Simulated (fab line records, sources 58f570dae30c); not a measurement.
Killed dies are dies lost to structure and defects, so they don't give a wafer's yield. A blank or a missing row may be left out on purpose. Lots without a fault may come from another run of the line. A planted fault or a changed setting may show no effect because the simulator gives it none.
Which tool did it? | flow berkeley_cmos170 | 7 lots, 21 wafers sampled, at 4 steps of a route of 331

WHAT THE GAUGES READ, wafer by wafer
UCB170_M2_CD_MEAS_90: target cd 700 nm.
lot  | measured     | on        | cd_nm (nm)
L321 | day 8 08:46  | cd_sem-01 | 693.6 696.6 697.9
L323 | day 9 05:12  | cd_sem-02 | 700.8 701.2 697.9
L326 | day 9 06:34  | cd_sem-02 | 700.2 701.2 698.5
L330 | day 10 05:35 | cd_sem-02 | 709.9 705.8 708.7
L333 | day 10 23:38 | cd_sem-01 | 698.9 697.3 698.9
L337 | day 11 22:11 | cd_sem-01 | 699.8 699.8 699.3
L339 | day 12 20:56 | cd_sem-02 | 697.1 698.4 699.7

WHICH TOOL RAN EACH LOT (tool, then ch and the chambers of the sampled wafers, then the start)
lot  | UCB170_V1_STRIP_15                   | UCB170_M2_METAL_ETCH_18           | UCB170_M2_STRIP_19
L321 | plasma_asher-04 ch 0,1, day 8 06:01  | rie_metal-02 ch 0,1, day 8 08:29  | plasma_asher-03 ch 0,1, day 8 08:39
L323 | plasma_asher-04 ch 0,1, day 9 02:10  | rie_metal-01 ch 0,1, day 9 04:53  | plasma_asher-01 ch 0,1, day 9 05:05
L326 | plasma_asher-01 ch 1, day 9 03:27    | rie_metal-02 ch 1, day 9 06:17    | plasma_asher-02 ch 0,1, day 9 06:28
L330 | plasma_asher-04 ch 0,1, day 10 02:17 | rie_metal-01 ch 0,1, day 10 05:19 | plasma_asher-01 ch 0,1, day 10 05:28
L333 | plasma_asher-01 ch 0,1, day 10 20:09 | rie_metal-04 ch 1, day 10 23:20   | plasma_asher-01 ch 0, day 10 23:31
L337 | plasma_asher-04 ch 0,1, day 11 18:29 | rie_metal-04 ch 0,1, day 11 21:54 | plasma_asher-01 ch 1, day 11 22:05
L339 | plasma_asher-02 ch 0,1, day 12 16:55 | rie_metal-02 ch 0,1, day 12 20:39 | plasma_asher-01 ch 0,1, day 12 20:50
- UCB170_V1_STRIP_15: strips in O2.
- UCB170_M2_METAL_ETCH_18: etches Al in Cl2/BCl3, stops on SiO2, target depth 1170 nm, time 195 s.
- UCB170_M2_STRIP_19: strips in O2.

THE ANSWER, worked out from the rows above alone
Rule: what is usual is taken from the lots themselves. Put in order of their means at a reading, lots are off if they are a third of the lots or fewer, leave a main group of 4 or more, and stand apart from it by a gap of 3 or more times the standard deviation of the main group's means; of several such gaps the widest counts. A main group whose means are all the same, to the digits that the tables above print for the reading, isn't used. A lot without any number at a reading at which 4 lots or more have one is off too. The other lots that the step has rows for count as sound.
Off: L330, at UCB170_M2_CD_MEAS_90 (cd_nm). The main group: mean 698.7 nm, standard deviation 1.4.
A tool fits if, at a process step before that reading, it ran every lot that is off, and no sound lot after the first of them. The gauges at UCB170_M2_CD_MEAS_90 are tried like those tools. One fits: rie_metal-01 at UCB170_M2_METAL_ETCH_18. Its last sound lot is L323 (day 9 04:53), its first lot that is off L330 (day 10 05:19): a fault that began between those two fits.

WHAT THE SIMULATOR HAD PUT IN
Process parameter drift: rie_metal-01, from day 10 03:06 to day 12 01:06, at UCB170_M2_METAL_ETCH_18. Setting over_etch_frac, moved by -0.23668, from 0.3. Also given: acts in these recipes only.
Lots struck among those shown: L330. The rule above found the same.
